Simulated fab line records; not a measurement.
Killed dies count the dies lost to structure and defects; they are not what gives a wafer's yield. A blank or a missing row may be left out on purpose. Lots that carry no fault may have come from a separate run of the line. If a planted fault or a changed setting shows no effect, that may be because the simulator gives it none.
Split-lot study | flow berkeley cmos170 | route with 331 steps; 5 lots, 23 wafers read

ON THE SPLIT
At UCB170_PVT_IMPLANT_07, the setting energy kev was moved away from the recipe's 30 on 8 of the 23 wafers read, by -5.3% to -2.2%. All remaining wafers had this setting at the recipe value.

Reading taken at the split's own step.

THE READING
The simulator's own value implant.drp nm, read by no gauge, in nm at UCB170_PVT_IMPLANT_07. The file does not state a usual value for it.

wafer  | tool, chamber at the split | energy kev as run | against the recipe | implant.drp nm, nm | against lot-mates on the recipe
L074.1 | implanter-03, 0            | 30                | recipe             | 16.56              | -
L074.5 | implanter-03, 0            | 30                | recipe             | 16.56              | -
L074.2 | implanter-03, 0            | 29.33             | -2.2%              | 16.34              | -0.22
L074.3 | implanter-03, 0            | 29.33             | -2.2%              | 16.34              | -0.22
L074.6 | implanter-03, 0            | 29.33             | -2.2%              | 16.34              | -0.22
L080.2 | implanter-04, 0            | 30                | recipe             | 16.56              | -
L080.3 | implanter-04, 0            | 30                | recipe             | 16.56              | -
L080.4 | implanter-04, 0            | 30                | recipe             | 16.56              | -
L081.1 | implanter-03, 0            | 29                | -3.3%              | 16.23              | -0.33
L081.2 | implanter-03, 0            | 29                | -3.3%              | 16.23              | -0.33
L081.4 | implanter-03, 0            | 29                | -3.3%              | 16.23              | -0.33
L081.5 | implanter-03, 0            | 30                | recipe             | 16.56              | -
L081.6 | implanter-03, 0            | 30                | recipe             | 16.56              | -
L083.2 | implanter-01, 0            | 30                | recipe             | 16.56              | -
L083.3 | implanter-01, 0            | 30                | recipe             | 16.56              | -
L083.4 | implanter-01, 0            | 30                | recipe             | 16.56              | -
L083.5 | implanter-01, 0            | 30                | recipe             | 16.56              | -
L083.6 | implanter-01, 0            | 30                | recipe             | 16.56              | -
L085.2 | implanter-01, 0            | 30                | recipe             | 16.56              | -
L085.3 | implanter-01, 0            | 30                | recipe             | 16.56              | -
L085.5 | implanter-01, 0            | 30                | recipe             | 16.56              | -
L085.4 | implanter-01, 0            | 28.41             | -5.3%              | 16.03              | -0.53
L085.6 | implanter-01, 0            | 28.41             | -5.3%              | 16.03              | -0.53

THE FIT
A straight line over all 23 wafers: implant.drp nm changes by +0.0996 nm for each +1% of energy kev; r = +1.00; the points scatter about the line by 0.0013 nm.
The same after taking each lot's own level away (the mean of its wafers on the recipe; 23 wafers): +0.0996 nm for each +1%; r = +1.00; scatter 0.0013 nm.
The reading moves by 0.53 nm for the largest change in energy kev, on that fit.
The lots' own levels span 16.560 to 16.560 nm.
The two slopes are in agreement: the lot-to-lot level therefore moves the slope only a little.
Check: with one of the wafers moved furthest among these (-5.3%) left out of the fit, the line predicts -0.526 nm for it against its lot-mates. Against them it came out at -0.53 nm.

OTHER SPLITS ON THESE WAFERS
These wafers also went through other splits before the reading. Each is held against what the fit with the lots' levels taken away leaves over:
other split on the same wafers      | wafers away from the commonest value | r with implant.drp nm (lot level and that fit taken away)
UCB170_PWELL_OXIDATION_02 ox time s | 15                                   | +0.20
UCB170_PWELL_IMPLANT_15 energy kev  | 5                                    | -0.19
UCB170_ACTIVE_EXPOSE_10 dose mj     | 8                                    | +0.14
UCB170_PFIELD_COAT_01 resist thk nm | 10                                   | +0.13

THE FILE'S OWN FIT
implant.drp nm changes by +0.101 nm for each +1% of energy kev, r = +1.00.
